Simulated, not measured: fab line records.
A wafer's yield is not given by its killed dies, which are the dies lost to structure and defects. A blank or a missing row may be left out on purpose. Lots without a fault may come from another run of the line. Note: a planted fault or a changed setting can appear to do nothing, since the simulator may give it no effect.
A lot that was struck, set against a sound lot | flow rit_cmos | 43 out of 202 route steps
Sound: the wafers L888.2, L888.5, L888.6. Wafers struck: L894.1, L894.3, L894.6. The cause is named last.
Order at every step that has rows: each side's tool, ch and its chambers, its first start. Under that, the readings that differ: sound wafers | struck wafers | difference of the means | sigmas: that difference in standard deviations of wafers without a fault.
alike: readings whose means differ by less than 2 such deviations, and words and numbers that are the same on both sides. not compared: withheld readings, readings that some wafer has no value for, bounds like >300 that may hide the same value, and numbers for which the record gives no deviation and whose values overlap.
A row with sigmas, a row that says differs or no value, or rows on one side alone: a step with any of these is where the two part. Numbers that don't overlap but have no deviation are shown without sigmas and don't part them. A reading that every wafer of one side lacks parts them only if that side has two wafers or more.

first, 6 steps without rows for these wafers: RIT_PLDD_HMDS_00 (prime time 60 s); RIT_PLDD_COAT_01 (resist thk 1000 nm); RIT_PLDD_SOFTBAKE_02 (time 60 s); RIT_PLDD_EXPOSE_03 (exposes mask M8, target cd 40900 nm); RIT_PLDD_PEB_04; RIT_PLDD_DEVELOP_05 (develop time 50 s).
RIT_PLDD_OVL_MEAS_06:
  struck on overlay-02, day 6 23:46; sound on overlay-02, day 5 22:01
  reading       | sound       | struck        | difference | sigmas
  PLDD_OVL (nm) | 1.5 2.0 3.6 | -2.4 -1.4 0.5 | -3.5       | -2
then, 2 steps without rows for these wafers: RIT_PLDD_HARDBAKE_07 (time 60 s); RIT_PLDD_IMPLANT_08.
RIT_PLDD_STRIP_09: strips in O2, time 180 s.
  sound on plasma_asher-04 ch 0,1, day 5 22:21; struck on plasma_asher-01 ch 0,1, day 7 00:06
  alike: drypump_motor_current_A
  not compared: rf_hours_counter_h
RIT_PLDD_TW_MEAS_10:
  struck on film_metro-01, day 7 00:17; sound on film_metro-02, day 5 22:32
  alike: PLDD_TW
then, 1 step without rows for these wafers: RIT_SPACER_CLEAN_00 (cleans in SC1, time 600 s).
RIT_SPACER_CLEAN_01: cleans in dHF, time 30 s.
  sound on wet_bench-03 ch 3, day 5 22:46; struck on wet_bench-03 ch 1, day 7 00:31
then, 2 steps without rows for these wafers: RIT_SPACER_CLEAN_02 (cleans in SC2, time 600 s); RIT_SPACER_CVD_03 (deposits Si3N4 from SiH2Cl2/NH3, target thk 250 nm, time 3300 s).
RIT_SPACER_THK_MEAS_04:
  struck on film_metro-04, day 7 03:35; sound on film_metro-04, day 6 02:01
  alike: SPACER_NITRIDE_THK
RIT_SPACER_ETCHBACK_05: etches Si3N4 in SF6/CHF3, stops on SiO2, target depth 250 nm, time 240 s.
  sound on rie_diel-02 ch 1,2,3, day 6 02:04; struck on rie_diel-01 ch 0,1,2, day 7 03:38
  alike: SF6_flow_sccm, drypump_motor_current_A, oes_product_au, throttle_valve_pct
  not compared: rf_hours_counter_h
then, 6 steps without rows for these wafers: RIT_NSD_HMDS_00 (prime time 60 s); RIT_NSD_COAT_01 (resist thk 1000 nm); RIT_NSD_SOFTBAKE_02 (time 60 s); RIT_NSD_EXPOSE_03 (exposes mask M9, target cd 40700 nm); RIT_NSD_PEB_04; RIT_NSD_DEVELOP_05 (develop time 50 s).
RIT_NSD_OVL_MEAS_06:
  struck on overlay-02, day 7 04:46; sound on overlay-02, day 6 03:13
  alike: NSD_OVL
then, 2 steps without rows for these wafers: RIT_NSD_HARDBAKE_07 (time 60 s); RIT_NSD_IMPLANT_08.
RIT_NSD_STRIP_09: strips in O2, time 180 s.
  sound on plasma_asher-02 ch 0,1, day 6 03:40; struck on plasma_asher-01 ch 0,1, day 7 05:06
  alike: drypump_motor_current_A
  not compared: rf_hours_counter_h
RIT_NSD_TW_MEAS_10:
  struck on film_metro-02, day 7 05:17; sound on film_metro-02, day 6 03:51
  alike: NSD_TW
then, 6 steps without rows for these wafers: RIT_PSD_HMDS_00 (prime time 60 s); RIT_PSD_COAT_01 (resist thk 1000 nm); RIT_PSD_SOFTBAKE_02 (time 60 s); RIT_PSD_EXPOSE_03 (exposes mask M10, target cd 40900 nm); RIT_PSD_PEB_04; RIT_PSD_DEVELOP_05 (develop time 50 s).
RIT_PSD_OVL_MEAS_06:
  struck on overlay-01, day 7 06:16; sound on overlay-02, day 6 04:46
  alike: PSD_OVL
then, 2 steps without rows for these wafers: RIT_PSD_HARDBAKE_07 (time 60 s); RIT_PSD_IMPLANT_08.
RIT_PSD_STRIP_09: strips in O2, time 180 s.
  sound on plasma_asher-02 ch 0,1, day 6 05:05; struck on plasma_asher-01 ch 0,1, day 7 06:36
  alike: drypump_motor_current_A
  not compared: rf_hours_counter_h
RIT_PSD_TW_MEAS_10:
  struck on film_metro-01, day 7 06:46; sound on film_metro-02, day 6 05:16
  alike: PSD_TW
then, 3 steps without rows for these wafers: RIT_SDANNEAL_CLEAN_00 (cleans in SC1, time 600 s); RIT_SDANNEAL_CLEAN_01 (cleans in dHF, time 30 s); RIT_SDANNEAL_CLEAN_02 (cleans in SC2, time 600 s).
RIT_M1_PROBE_99:
  record: rows for the struck wafers here (prober-02, day 7 14:38), none for the sound ones

## WHERE THEY PART
Earliest at RIT_PLDD_OVL_MEAS_06; latest, in this record, at RIT_M1_PROBE_99.

WHY: what had been put in by the simulator
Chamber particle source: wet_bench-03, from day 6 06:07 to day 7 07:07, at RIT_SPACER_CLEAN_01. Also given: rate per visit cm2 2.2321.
